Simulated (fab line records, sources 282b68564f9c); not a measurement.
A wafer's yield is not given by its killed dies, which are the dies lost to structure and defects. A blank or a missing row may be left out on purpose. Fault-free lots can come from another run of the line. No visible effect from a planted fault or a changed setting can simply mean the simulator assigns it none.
fab line records	flow rit_cmos
record lots=13	wafers=39	last_day=7
route steps=202 shown FOX2@24 REOX@102 M1@184
lots untouched by any fault: they come from a run of this same line in which no faults occurred
start_h: hours from the record's first day to the start of the lot's first wafer shown	wait_h: hours since the lot's step before	" the same as in the row above	L1.1+2: a single row standing in for several wafers	- no value present, or no start provided	* or withheld: withheld	< > ~ a bound
route shown NAME@n: names a module that has steps shown in the file, with the first one's number in the route	usual: mean/standard deviation taken from wafers without a fault	same: alike in all rows	chamber/n: place in a boat	sites: each site's reading	_std_site: their standard deviation	_edge_site: the outer-site mean with the inner-site mean subtracted	radius_mm: how far each site lies from the wafer's centre	mask NAME#n: copy n	behind: tool/chamber where the wafer was last shaped	hold: what put the lot on hold/how long, in hours/how the hold closed	device: which transistor (n, p or np) failed to switch	end of line: tests run on the same wafers once the route is complete	for a step that has no rows: nothing shown but its recipe	killed: at the first sort, the dies lost to defects and structure; wafer yield is something else	map: a wafer's dies, x killed, . not, _ none there
set.NAME: the setting that was run; set.NAME@STEP: the one run at that earlier step	model.NAME: the simulator's own value behind a step, which no gauge read
steps of the route over a sample of lots; a table a step, a row a wafer
services: the hour from which a tool's chamber was out of use, counted from the record's first day as start_h (under 0 if before that day), plus the number of hours and why
## steps
# step RIT_FOX2_THK_MEAS_01
# recipe reads=SiO2_of_FOX2_OXIDATION_00
# usual FOX2_OXIDE_THK=352/6.6
lot.wafer	tool	chamber	start_h	wait_h	FOX2_OXIDE_THK[nm]
L252.3	film_metro-03	-	18.91	0.0	352
L252.4	"	-	"	"	351
L252.6	"	-	"	"	355
L253.1	film_metro-02	-	24.17	0.0	361
L253.4	"	-	"	"	364
L253.5	"	-	"	"	364
L255.1	film_metro-04	-	33.43	0.0	355
L255.2	"	-	"	"	359
L255.5	"	-	"	"	359
L259.1	film_metro-02	-	53.67	0.0	351
L259.2	"	-	"	"	350
L259.4	"	-	"	"	343
L261.1	film_metro-03	-	63.98	0.0	352
L261.2	"	-	"	"	351
L261.5	"	-	"	"	350
L265.2	film_metro-04	-	84.51	0.0	353
L265.3	"	-	"	"	358
L265.4	"	-	"	"	354
L266.3	film_metro-02	-	89.89	0.0	355
L266.4	"	-	"	"	348
L266.5	"	-	"	"	352
L268.2	film_metro-04	-	100.33	0.0	354
L268.3	"	-	"	"	353
L268.6	"	-	"	"	355
L270.1	film_metro-02	-	108.43	0.0	340
L270.4	"	-	"	"	336
L270.5	"	-	"	"	346
L271.2	film_metro-04	-	113.77	0.0	346
L271.3	"	-	"	"	349
L271.5	"	-	"	"	345
L272.1	film_metro-03	-	118.43	0.0	359
L272.2	"	-	"	"	355
L272.5	"	-	"	"	349
L273.2	film_metro-03	-	123.53	0.0	344
L273.3	"	-	"	"	346
L273.4	"	-	"	"	342
L275.2	film_metro-03	-	134.87	0.0	345
L275.4	"	-	"	"	352
L275.6	"	-	"	"	348
# step RIT_REOX_THK_MEAS_04
# recipe reads=SiO2_of_REOX_OXIDATION_03
# usual REOX_OXIDE_THK=24.4/0.5
lot.wafer	tool	chamber	start_h	wait_h	REOX_OXIDE_THK[nm]
L252.3	film_metro-01	-	43.35	0.0	24.7
L252.4	"	-	"	"	24.9
L252.6	"	-	"	"	25.3
L253.1	film_metro-01	-	45.88	0.0	24.9
L253.4	"	-	"	"	24.6
L253.5	"	-	"	"	24.4
L255.1	film_metro-04	-	54.91	0.0	24.8
L255.2	"	-	"	"	25.0
L255.5	"	-	"	"	25.2
L259.1	film_metro-03	-	76.93	0.0	23.6
L259.2	"	-	"	"	23.9
L259.4	"	-	"	"	23.4
L261.1	film_metro-04	-	85.35	0.0	24.6
L261.2	"	-	"	"	24.7
L261.5	"	-	"	"	24.9
L265.2	film_metro-03	-	109.51	0.0	24.3
L265.3	"	-	"	"	24.4
L265.4	"	-	"	"	24.6
L266.3	film_metro-01	-	111.14	0.0	25.1
L266.4	"	-	"	"	25.2
L266.5	"	-	"	"	24.7
L268.2	film_metro-01	-	121.53	0.0	24.8
L268.3	"	-	"	"	24.8
L268.6	"	-	"	"	24.9
L270.1	film_metro-03	-	129.84	0.0	23.2
L270.4	"	-	"	"	23.7
L270.5	"	-	"	"	23.6
L271.2	film_metro-03	-	136.04	0.0	24.8
L271.3	"	-	"	"	24.9
L271.5	"	-	"	"	25.1
L272.1	film_metro-04	-	139.47	0.0	24.2
L272.2	"	-	"	"	23.9
L272.5	"	-	"	"	24.3
L273.2	film_metro-01	-	146.68	0.0	23.2
L273.3	"	-	"	"	23.8
L273.4	"	-	"	"	24.1
L275.2	film_metro-04	-	155.67	0.0	24.2
L275.4	"	-	"	"	24.1
L275.6	"	-	"	"	24.5
# step RIT_M1_SPUTTER_00
# recipe material=Al	target_thk_nm=400	power_w=2000	chamber_pressure_pa=0.4	gas=Ar	time_s=500	substrate_temp_c=25
# usual throttle_valve_pct=30.3/0.96
lot.wafer	tool	chamber	start_h	wait_h	throttle_valve_pct
L252.3	pvd_sputter-03	-	55.88	0.0	30.9
L252.4	"	-	"	"	29.7
L252.6	"	-	"	"	32.2
L253.1	pvd_sputter-04	-	57.99	0.0	29.4
L253.4	"	-	"	"	30.4
L253.5	"	-	"	"	30.3
L255.1	pvd_sputter-04	-	67.76	0.0	30.5
L255.2	"	-	"	"	29.4
L255.5	"	-	"	"	29.5
L259.1	pvd_sputter-04	-	89.09	0.0	30.1
L259.2	"	-	"	"	30.3
L259.4	"	-	"	"	30.4
L261.1	pvd_sputter-04	-	97.36	0.0	29.7
L261.2	"	-	"	"	30.5
L261.5	"	-	"	"	29.7
L265.2	pvd_sputter-02	-	122.24	0.0	29.9
L265.3	"	-	"	"	30.6
L265.4	"	-	"	"	28.8
L266.3	pvd_sputter-03	-	124.13	0.0	30.3
L266.4	"	-	"	"	30.8
L266.5	"	-	"	"	30.3
L268.2	pvd_sputter-03	-	133.94	0.0	31.0
L268.3	"	-	"	"	30.4
L268.6	"	-	"	"	29.5
L270.1	pvd_sputter-03	-	142.90	0.0	32.5
L270.4	"	-	"	"	30.1
L270.5	"	-	"	"	32.3
L271.2	pvd_sputter-02	-	149.00	0.0	30.5
L271.3	"	-	"	"	30.1
L271.5	"	-	"	"	30.0
L272.1	pvd_sputter-03	-	152.06	0.0	29.5
L272.2	"	-	"	"	32.0
L272.5	"	-	"	"	32.1
L273.2	pvd_sputter-02	-	159.31	0.0	30.6
L273.3	"	-	"	"	28.9
L273.4	"	-	"	"	29.1
L275.2	pvd_sputter-03	-	168.11	0.0	30.3
L275.4	"	-	"	"	29.6
L275.6	"	-	"	"	31.3
# step RIT_M1_RS_MEAS_01
# recipe thk_meas_gauge=four-point-probe	reads=Al_of_M1_SPUTTER_00
# usual M1_AL_RS=0.0737/0.00093
lot.wafer	tool	chamber	start_h	wait_h	M1_AL_RS[ohm/sq]
L252.3	film_metro-03	-	56.21	0.2	0.0727
L252.4	"	-	"	"	0.0744
L252.6	"	-	"	"	0.0726
L253.1	film_metro-01	-	58.28	0.1	0.0736
L253.4	"	-	"	"	0.0738
L253.5	"	-	"	"	0.0730
L255.1	film_metro-01	-	68.06	0.1	0.0729
L255.2	"	-	"	"	0.0719
L255.5	"	-	"	"	0.0716
L259.1	film_metro-03	-	89.39	0.1	0.0953
L259.2	"	-	"	"	0.0731
L259.4	"	-	"	"	0.0736
L261.1	film_metro-03	-	97.65	0.1	0.0980
L261.2	"	-	"	"	0.0746
L261.5	"	-	"	"	0.0982
L265.2	film_metro-03	-	122.56	0.2	0.0735
L265.3	"	-	"	"	0.0737
L265.4	"	-	"	"	0.0724
L266.3	film_metro-02	-	124.46	0.2	0.0741
L266.4	"	-	"	"	0.0746
L266.5	"	-	"	"	0.0746
L268.2	film_metro-02	-	134.25	0.2	0.0728
L268.3	"	-	"	"	0.0729
L268.6	"	-	"	"	0.0727
L270.1	film_metro-01	-	143.19	0.1	0.0728
L270.4	"	-	"	"	0.0751
L270.5	"	-	"	"	0.0732
L271.2	film_metro-01	-	149.32	0.2	0.0753
L271.3	"	-	"	"	0.0761
L271.5	"	-	"	"	0.0759
L272.1	film_metro-01	-	152.35	0.1	0.0745
L272.2	"	-	"	"	0.0730
L272.5	"	-	"	"	0.0731
L273.2	film_metro-02	-	159.62	0.2	0.0735
L273.3	"	-	"	"	0.0720
L273.4	"	-	"	"	0.0737
L275.2	film_metro-02	-	168.42	0.2	0.0732
L275.4	"	-	"	"	0.0741
L275.6	"	-	"	"	0.0745
# step RIT_M1_THK_MEAS_02
# recipe thk_meas_gauge=xrf	reads=Al_of_M1_SPUTTER_00
# usual M1_AL_THK=399/5.2
lot.wafer	tool	chamber	start_h	wait_h	M1_AL_THK[nm]
L252.3	film_metro-03	-	56.31	0.1	407
L252.4	"	-	"	"	398
L252.6	"	-	"	"	407
L253.1	film_metro-01	-	58.40	0.1	399
L253.4	"	-	"	"	399
L253.5	"	-	"	"	401
L255.1	film_metro-01	-	68.18	0.1	401
L255.2	"	-	"	"	407
L255.5	"	-	"	"	410
L259.1	film_metro-03	-	89.51	0.1	335
L259.2	"	-	"	"	404
L259.4	"	-	"	"	402
L261.1	film_metro-03	-	97.77	0.1	324
L261.2	"	-	"	"	398
L261.5	"	-	"	"	327
L265.2	film_metro-03	-	122.67	0.1	400
L265.3	"	-	"	"	400
L265.4	"	-	"	"	404
L266.3	film_metro-02	-	124.56	0.1	394
L266.4	"	-	"	"	389
L266.5	"	-	"	"	392
L268.2	film_metro-02	-	134.36	0.1	400
L268.3	"	-	"	"	401
L268.6	"	-	"	"	402
L270.1	film_metro-01	-	143.31	0.1	406
L270.4	"	-	"	"	393
L270.5	"	-	"	"	403
L271.2	film_metro-01	-	149.43	0.1	390
L271.3	"	-	"	"	390
L271.5	"	-	"	"	387
L272.1	film_metro-01	-	152.47	0.1	394
L272.2	"	-	"	"	399
L272.5	"	-	"	"	401
L273.2	film_metro-02	-	159.73	0.1	397
L273.3	"	-	"	"	405
L273.4	"	-	"	"	394
L275.2	film_metro-02	-	168.53	0.1	398
L275.4	"	-	"	"	394
L275.6	"	-	"	"	390
# step RIT_M1_OVL_MEAS_10
# usual M1_OVL=-0.6/1.3
lot.wafer	tool	chamber	start_h	wait_h	M1_OVL[nm]
L252.3	overlay-02	-	57.36	0.1	0.4
L252.4	"	-	"	"	0.3
L252.6	"	-	"	"	-0.7
L253.1	overlay-01	-	59.68	0.1	-0.3
L253.4	"	-	"	"	-1.3
L253.5	"	-	"	"	-2.1
L255.1	overlay-02	-	69.36	0.1	-0.1
L255.2	"	-	"	"	1.6
L255.5	"	-	"	"	0.6
L259.1	overlay-02	-	90.57	0.1	-1.2
L259.2	"	-	"	"	0.1
L259.4	"	-	"	"	-1.0
L261.1	overlay-02	-	98.96	0.1	1.1
L261.2	"	-	"	"	3.0
L261.5	"	-	"	"	2.0
L265.2	overlay-02	-	123.88	0.1	-0.5
L265.3	"	-	"	"	0.4
L265.4	"	-	"	"	-1.1
L266.3	overlay-02	-	125.61	0.1	0.4
L266.4	"	-	"	"	-1.5
L266.5	"	-	"	"	-1.3
L268.2	overlay-01	-	135.54	0.1	-2.0
L268.3	"	-	"	"	-1.6
L268.6	"	-	"	"	-2.8
L270.1	overlay-01	-	144.50	0.1	-0.6
L270.4	"	-	"	"	-0.6
L270.5	"	-	"	"	-0.5
L271.2	overlay-01	-	150.49	0.1	-1.0
L271.3	"	-	"	"	0.3
L271.5	"	-	"	"	-1.3
L272.1	overlay-01	-	153.66	0.1	-3.1
L272.2	"	-	"	"	-2.4
L272.5	"	-	"	"	-1.7
L273.2	overlay-02	-	160.79	0.1	-2.7
L273.3	"	-	"	"	-1.4
L273.4	"	-	"	"	-2.7
L275.2	overlay-01	-	169.71	0.1	-1.3
L275.4	"	-	"	"	-0.9
L275.6	"	-	"	"	-1.2
# step RIT_M1_METAL_ETCH_12
# recipe stop_on=SiO2	chemistry=Cl2/BCl3	target=Al	time_s=165	over_etch_frac=0.5	pressure_mtorr=100	target_depth_a=6000	rf_w=250	Cl2_flow_sccm=60	bcl3_flow_sccm=50
# usual drypump_motor_current_A=5.7/0.36	oes_product_au=0.770/0.011	throttle_valve_pct=8.30/0.15
lot.wafer	tool	chamber	start_h	wait_h	drypump_motor_current_A	oes_product_au	rf_hours_counter_h	throttle_valve_pct
L252.3	rie_metal-01	0	57.69	0.2	6.1	0.774	-	8.08
L252.4	"	1	"	"	5.3	0.758	-	8.46
L252.6	"	1	"	"	5.3	0.781	-	8.47
L253.1	rie_metal-03	1	59.97	0.2	6.1	0.762	1	8.31
L253.4	"	1	"	"	6.1	0.776	-	8.31
L253.5	"	0	"	"	5.4	0.790	-	8.45
L255.1	rie_metal-01	0	69.65	0.2	6.1	0.767	3	8.07
L255.2	"	1	"	"	5.3	0.771	3	8.46
L255.5	"	0	"	"	6.2	0.784	-	8.08
L259.1	rie_metal-03	1	90.85	0.2	6.1	0.694	1	8.32
L259.2	"	1	"	"	6.1	0.766	-	8.29
L259.4	"	1	"	"	6.1	0.759	-	8.33
L261.1	rie_metal-01	0	99.24	0.2	6.1	0.676	3	8.08
L261.2	"	1	"	"	5.3	0.762	3	8.46
L261.5	"	0	"	"	6.1	0.676	-	8.07
L265.2	rie_metal-03	0	124.33	0.2	5.4	0.788	1	8.44
L265.3	"	0	"	"	5.4	0.777	-	8.45
L265.4	"	1	"	"	6.1	0.774	-	8.32
L266.3	rie_metal-04	0	125.94	0.2	5.5	0.774	-	8.15
L266.4	"	1	"	"	5.4	0.772	-	8.39
L266.5	"	1	"	"	5.4	0.768	-	8.38
L268.2	rie_metal-03	1	135.82	0.2	6.1	0.772	2	8.30
L268.3	"	0	"	"	5.4	0.784	-	8.44
L268.6	"	0	"	"	5.4	0.785	-	8.46
L270.1	rie_metal-03	0	144.82	0.2	5.4	0.790	1	8.44
L270.4	"	0	"	"	5.4	0.782	-	8.46
L270.5	"	1	"	"	6.1	0.770	-	8.31
L271.2	rie_metal-01	1	150.77	0.2	5.3	0.758	4	8.45
L271.3	"	0	"	"	6.1	0.740	-	8.06
L271.5	"	1	"	"	5.3	0.754	-	8.45
L272.1	rie_metal-03	0	153.98	0.2	5.4	0.781	1	8.46
L272.2	"	1	"	"	6.1	0.763	2	8.29
L272.5	"	1	"	"	6.1	0.770	-	8.30
L273.2	rie_metal-04	0	161.07	0.2	5.5	0.761	0	8.16
L273.3	"	0	"	"	5.5	0.765	-	8.15
L273.4	"	1	"	"	5.4	0.782	-	8.40
L275.2	rie_metal-03	0	169.99	0.2	5.4	0.784	2	8.45
L275.4	"	1	"	"	6.1	0.765	-	8.31
L275.6	"	0	"	"	5.4	0.782	-	8.46
# step RIT_M1_PROBE_99
# usual defect_limited_yield=97.2/1.1	killed_at_M0_to_M3=0.0/0.083	killed_at_contacts=0.1/0.36	killed_at_front_end=7.2/2.9	killed_dies=7.4/2.9	killed_open=3.8/2	killed_short=3.5/2	sort_bin_3_pad_short=0.1/0.2	sort_bin_5_function=1.7/0.83	sort_bin_6_memory=1.0/0.61	sort_n_pass=256.6/2.9	sort_yield_pct=97.2/1.1
# same gross_dies=264	killed_at_M4_up=0	killed_at_back_side=0	killed_at_other=0
lot.wafer	tool	chamber	start_h	wait_h	defect_limited_yield[%]	killed_at_M0_to_M3	killed_at_contacts	killed_at_front_end	killed_dies	killed_open	killed_short	sort_bin_3_pad_short[%]	sort_bin_5_function[%]	sort_bin_6_memory[%]	sort_n_pass	sort_yield_pct[%]
L252.3	prober-02	-	60.07	0.2	94.7	0	1	13	14	5	9	0.4	3.0	1.9	250.0	94.7
L252.4	prober-02	-	60.12	0.2	96.6	0	0	9	9	4	5	0.4	1.5	1.5	255.0	96.6
L252.6	prober-02	-	60.22	0.2	97.7	0	0	6	6	3	3	0	1.5	0.8	258.0	97.7
L253.1	prober-01	-	62.36	0.1	97.3	0	0	7	7	2	5	0	2.3	0.4	257.0	97.3
L253.4	prober-01	-	62.51	0.2	96.2	0	0	10	10	5	5	0	1.9	1.9	254.0	96.2
L253.5	prober-01	-	62.56	0.2	94.7	0	0	14	14	10	4	0.4	2.3	2.7	250.0	94.7
L255.1	prober-01	-	71.90	0.1	95.8	0	0	11	11	5	6	0.8	3.0	0.4	253.0	95.8
L255.2	prober-01	-	71.95	0.1	96.2	0	0	10	10	6	4	0	2.7	1.1	254.0	96.2
L255.5	prober-01	-	72.10	0.2	96.6	0	0	9	9	7	2	0.4	2.3	0.8	255.0	96.6
L259.1	prober-01	-	94.13	0.1	95.8	0	0	11	11	5	6	0.4	3.0	0.8	253.0	95.8
L259.2	prober-01	-	94.18	0.1	98.1	0	0	5	5	4	1	0.4	1.5	0	259.0	98.1
L259.4	prober-01	-	94.28	0.2	98.5	0	0	4	4	3	1	0.4	0.4	0.8	260.0	98.5
L261.1	prober-01	-	101.94	0.1	96.2	0	0	10	10	2	8	0.4	1.5	1.9	254.0	96.2
L261.2	prober-01	-	101.99	0.1	96.6	0	1	8	9	4	5	0	1.9	1.5	255.0	96.6
L261.5	prober-01	-	102.14	0.2	96.6	1	0	8	9	6	2	0.4	0.8	2.3	255.0	96.6
L265.2	prober-02	-	126.64	0.1	97.3	0	0	7	7	4	2	0	1.9	0.8	257.0	97.3
L265.3	prober-02	-	126.69	0.2	97.7	0	1	5	6	2	4	0	1.1	1.1	258.0	97.7
L265.4	prober-02	-	126.74	0.2	97.0	0	0	8	8	4	3	0	2.3	0.8	256.0	97.0
L266.3	prober-01	-	128.85	0.2	97.3	0	0	7	7	3	3	0	1.1	1.5	257.0	97.3
L266.4	prober-01	-	128.90	0.2	97.7	0	0	6	6	3	3	0	1.5	0.8	258.0	97.7
L266.5	prober-01	-	128.95	0.2	97.0	0	1	7	8	4	4	0	1.5	1.5	256.0	97.0
L268.2	prober-01	-	138.56	0.1	99.6	0	0	1	1	0	1	0	0.4	0	263.0	99.6
L268.3	prober-01	-	138.61	0.2	98.5	0	0	4	4	3	1	0	1.5	0	260.0	98.5
L268.6	prober-01	-	138.76	0.2	97.7	0	0	6	6	5	1	0	1.5	0.8	258.0	97.7
L270.1	prober-01	-	147.11	0.1	98.9	0	0	3	3	3	0	0	1.1	0	261.0	98.9
L270.4	prober-01	-	147.26	0.2	98.5	0	0	4	4	2	1	0	0.8	0.8	260.0	98.5
L270.5	prober-01	-	147.31	0.2	97.3	0	0	7	7	2	4	0.4	1.1	1.1	257.0	97.3
L271.2	prober-02	-	153.07	0.1	97.0	0	0	8	8	2	6	0	1.9	1.1	256.0	97.0
L271.3	prober-02	-	153.12	0.2	95.1	0	0	13	13	6	7	0	3.0	1.9	251.0	95.1
L271.5	prober-02	-	153.22	0.2	96.2	0	0	10	10	3	7	0	2.7	1.1	254.0	96.2
L272.1	prober-01	-	156.23	0.1	97.3	0	0	7	7	4	3	0	0.8	1.9	257.0	97.3
L272.2	prober-01	-	156.28	0.1	97.3	0	0	7	7	2	5	0.4	2.3	0	257.0	97.3
L272.5	prober-01	-	156.43	0.2	99.2	0	0	2	2	1	1	0	0.4	0.4	262.0	99.2
L273.2	prober-02	-	163.37	0.1	97.7	0	0	6	6	3	3	0	1.5	0.8	258.0	97.7
L273.3	prober-02	-	163.42	0.2	97.3	0	1	6	7	5	2	0	2.3	0.4	257.0	97.3
L273.4	prober-02	-	163.47	0.2	95.8	0	0	11	11	8	3	0	2.7	1.5	253.0	95.8
L275.2	prober-02	-	172.30	0.1	98.1	0	2	3	5	3	2	0	1.1	0.8	259.0	98.1
L275.4	prober-02	-	172.40	0.2	97.0	0	0	8	8	7	1	0	2.3	0.8	256.0	97.0
L275.6	prober-02	-	172.50	0.2	99.6	0	0	1	1	0	1	0	0	0.4	263.0	99.6
# killed by level:class
L252.3 GATE:geometric_particle:short=3 SPACER:geometric_particle:short=3 FOX1:geometric_particle:short=2 GATE:geometric_particle:open=2 SPACER:geometric_particle:open=1 SILICIDE:geometric_particle:short=1 SILICIDE:geometric_particle:open=1 CONTACT:geometric_particle:open=1
L252.4 REOX:geometric_particle:open=2 ACTIVE:geometric_particle:short=1 FOX1:geometric_particle:open=1 FOX2:geometric_particle:short=1 GATE:geometric_particle:short=1 GATE:geometric_particle:open=1 REOX:geometric_particle:short=1 SILICIDE:geometric_particle:short=1
L252.6 GATE:geometric_particle:short=2 SPACER:geometric_particle:open=2 GATE:geometric_particle:open=1 REOX:geometric_particle:short=1
L253.1 GATE:geometric_particle:short=3 GATE:geometric_particle:open=1 REOX:geometric_particle:open=1 SPACER:geometric_particle:short=1 SILICIDE:geometric_particle:short=1
L253.4 GATE:geometric_particle:open=3 GATE:geometric_particle:short=2 SILICIDE:geometric_particle:short=2 ACTIVE:geometric_particle:open=1 FOX2:geometric_particle:short=1 REOX:geometric_particle:open=1
L253.5 GATE:geometric_particle:open=5 SPACER:geometric_particle:open=2 SILICIDE:geometric_particle:open=2 FOX2:geometric_particle:short=1 GATE:geometric_particle:short=1 REOX:geometric_particle:short=1 REOX:geometric_particle:open=1 SPACER:geometric_particle:short=1
L255.1 GATE:geometric_particle:open=2 SPACER:geometric_particle:open=2 SILICIDE:geometric_particle:short=2 FOX1:geometric_particle:short=1 FOX2:geometric_particle:short=1 GATE:geometric_particle:short=1 SPACER:geometric_particle:short=1 SILICIDE:geometric_particle:open=1
L255.2 SPACER:geometric_particle:open=2 SPACER:geometric_particle:short=2 SILICIDE:geometric_particle:open=2 GATE:geometric_particle:open=1 GATE:geometric_particle:short=1 REOX:geometric_particle:open=1 SILICIDE:geometric_particle:short=1
L255.5 SPACER:geometric_particle:open=3 FOX1:geometric_particle:open=1 GATE:geometric_particle:open=1 GATE:geometric_particle:short=1 REOX:geometric_particle:short=1 REOX:geometric_particle:open=1 SILICIDE:geometric_particle:open=1
L259.1 GATE:geometric_particle:short=3 FOX1:geometric_particle:open=2 SPACER:geometric_particle:open=2 SPACER:geometric_particle:short=2 FOX1:geometric_particle:short=1 GATE:geometric_particle:open=1
L259.2 GATE:geometric_particle:open=3 GATE:geometric_particle:short=1 SPACER:geometric_particle:open=1
L259.4 GATE:geometric_particle:open=2 FOX1:geometric_particle:short=1 SPACER:geometric_particle:open=1
L261.1 SPACER:geometric_particle:short=3 FOX1:geometric_particle:short=2 ACTIVE:geometric_particle:short=1 GATE:geometric_particle:open=1 GATE:geometric_particle:short=1 REOX:geometric_particle:short=1 SPACER:geometric_particle:open=1
L261.2 GATE:geometric_particle:open=3 GATE:geometric_particle:short=2 FOX1:geometric_particle:short=1 REOX:geometric_particle:short=1 SILICIDE:geometric_particle:open=1 CONTACT:geometric_particle:short=1
L261.5 GATE:geometric_particle:open=2 GATE:geometric_particle:short=2 REOX:geometric_particle:open=2 FOX2:geometric_particle:open=1 SPACER:geometric_particle:open=1 M1:area_sputter=1
L265.2 GATE:geometric_particle:open=3 FOX1:geometric_particle:short=1 SPACER:geometric_particle:short=1 SILICIDE:geometric_particle:open=1 PRETRO:coat_microbubble_printed=1
L265.3 GATE:geometric_particle:short=2 FOX2:geometric_particle:short=1 FOX2:geometric_particle:open=1 GATE:geometric_particle:open=1 CONTACT:geometric_particle:short=1
L265.4 GATE:geometric_particle:open=2 GATE:geometric_particle:short=2 REOX:geometric_particle:open=1 SPACER:geometric_particle:open=1 SPACER:geometric_particle:short=1 PRETRO:coat_microbubble_printed=1
L266.3 FOX2:geometric_particle:short=1 GATE:geometric_particle:short=1 REOX:geometric_particle:open=1 REOX:geometric_particle:short=1 SPACER:geometric_particle:open=1 SILICIDE:geometric_particle:open=1 NRETRO:coat_microbubble_printed=1
L266.4 SPACER:geometric_particle:short=2 GATE:geometric_particle:short=1 GATE:geometric_particle:open=1 SPACER:geometric_particle:open=1 SILICIDE:geometric_particle:open=1
L266.5 SILICIDE:geometric_particle:short=2 GATE:geometric_particle:short=1 GATE:geometric_particle:open=1 REOX:geometric_particle:open=1 SPACER:geometric_particle:open=1 SILICIDE:geometric_particle:open=1 CONTACT:geometric_particle:short=1
L268.2 FOX1:geometric_particle:short=1
L268.3 FOX1:geometric_particle:open=2 FOX1:geometric_particle:short=1 SPACER:geometric_particle:open=1
L268.6 ACTIVE:geometric_particle:short=1 FOX1:geometric_particle:open=1 GATE:geometric_particle:open=1 REOX:geometric_particle:open=1 SPACER:geometric_particle:open=1 SILICIDE:geometric_particle:open=1
L270.1 FOX1:geometric_particle:open=1 GATE:geometric_particle:open=1 REOX:geometric_particle:open=1
L270.4 FOX1:geometric_particle:short=1 FOX2:geometric_particle:open=1 SPACER:geometric_particle:open=1 NLDD:coat_microbubble_printed=1
L270.5 GATE:geometric_particle:short=3 GATE:geometric_particle:open=2 REOX:geometric_particle:short=1 NLDD:coat_microbubble_printed=1
L271.2 GATE:geometric_particle:short=3 FOX1:geometric_particle:short=2 GATE:geometric_particle:open=2 SPACER:geometric_particle:short=1
L271.3 GATE:geometric_particle:open=4 GATE:geometric_particle:short=2 SPACER:geometric_particle:short=2 SILICIDE:geometric_particle:short=2 FOX1:geometric_particle:short=1 REOX:geometric_particle:open=1 SILICIDE:geometric_particle:open=1
L271.5 GATE:geometric_particle:short=4 ACTIVE:geometric_particle:short=1 FOX1:geometric_particle:open=1 GATE:geometric_particle:open=1 SPACER:geometric_particle:short=1 SILICIDE:geometric_particle:short=1 SILICIDE:geometric_particle:open=1
L272.1 GATE:geometric_particle:open=2 REOX:geometric_particle:short=2 FOX2:geometric_particle:open=1 GATE:geometric_particle:short=1 SILICIDE:geometric_particle:open=1
L272.2 GATE:geometric_particle:short=3 REOX:geometric_particle:open=2 FOX1:geometric_particle:short=1 SPACER:geometric_particle:short=1
L272.5 FOX1:geometric_particle:short=1 SPACER:geometric_particle:open=1
L273.2 FOX1:geometric_particle:open=2 SPACER:geometric_particle:short=2 FOX1:geometric_particle:short=1 GATE:geometric_particle:open=1
L273.3 GATE:geometric_particle:open=2 SILICIDE:geometric_particle:open=2 SPACER:geometric_particle:open=1 SILICIDE:geometric_particle:short=1 CONTACT:geometric_particle:short=1
L273.4 FOX1:geometric_particle:open=3 GATE:geometric_particle:open=2 GATE:geometric_particle:short=2 SPACER:geometric_particle:open=2 SILICIDE:geometric_particle:short=1 SILICIDE:geometric_particle:open=1
L275.2 FOX1:geometric_particle:short=1 FOX1:geometric_particle:open=1 FOX2:geometric_particle:open=1 CONTACT:geometric_particle:short=1 CONTACT:geometric_particle:open=1
L275.4 FOX1:geometric_particle:open=3 SPACER:geometric_particle:open=2 FOX1:geometric_particle:short=1 GATE:geometric_particle:open=1 SILICIDE:geometric_particle:open=1
L275.6 GATE:geometric_particle:short=1
## services
tool	chamber	start_h	hours	kind
pvd_sputter-02	-	53.78	10.5	repair
rie_metal-03	0	69.67	29.5	repair
rie_metal-04	1	99.56	8.8	repair
rie_metal-01	-	115.84	0.8	repair
pvd_sputter-03	-	120.84	3.1	repair
rie_metal-04	-	131.44	2.8	pm
rie_metal-04	-	136.12	20.0	pm
rie_metal-04	0	136.12	20.0	vent_cycle
rie_metal-04	1	136.12	20.0	vent_cycle
rie_metal-01	-	153.27	1.0	repair
rie_metal-04	0	156.12	-	clean
rie_metal-04	1	156.12	-	clean
pvd_sputter-03	-	160.78	2.8	repair
rie_metal-04	-	165.35	1.1	repair
rie_metal-01	-	168.42	0.5	repair
## key
first_sign step=RIT_M1_RS_MEAS_01	reading=M1_AL_RS	direction=up	sigmas=25	usual=0.0737	struck=0.0972
effect step=RIT_M1_THK_MEAS_02	reading=M1_AL_THK	direction=down	sigmas=13	usual=399	struck=329
effect step=RIT_M1_METAL_ETCH_12	reading=oes_product_au	direction=down	sigmas=8.2	usual=0.770	struck=0.682
met_at RIT_M1_SPUTTER_00
struck_lots L259,L261
struck_wafers L259.1,L261.1,L261.5
not_acting_at RIT_FOX2_THK_MEAS_01,RIT_REOX_THK_MEAS_04,RIT_M1_OVL_MEAS_10
onset_between 57.99 89.09
fault kind=site_profile_drift	tool=pvd_sputter-04	chamber=-	onset_h=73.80	steps=RIT_M1_SPUTTER_00	basis=fraction	max_abs_drift=0.38954	slope_share_per_hr=86.565	site_pattern=0,0,0,0,0,-1,-1,-1,-1	scope=struck_wafers_only
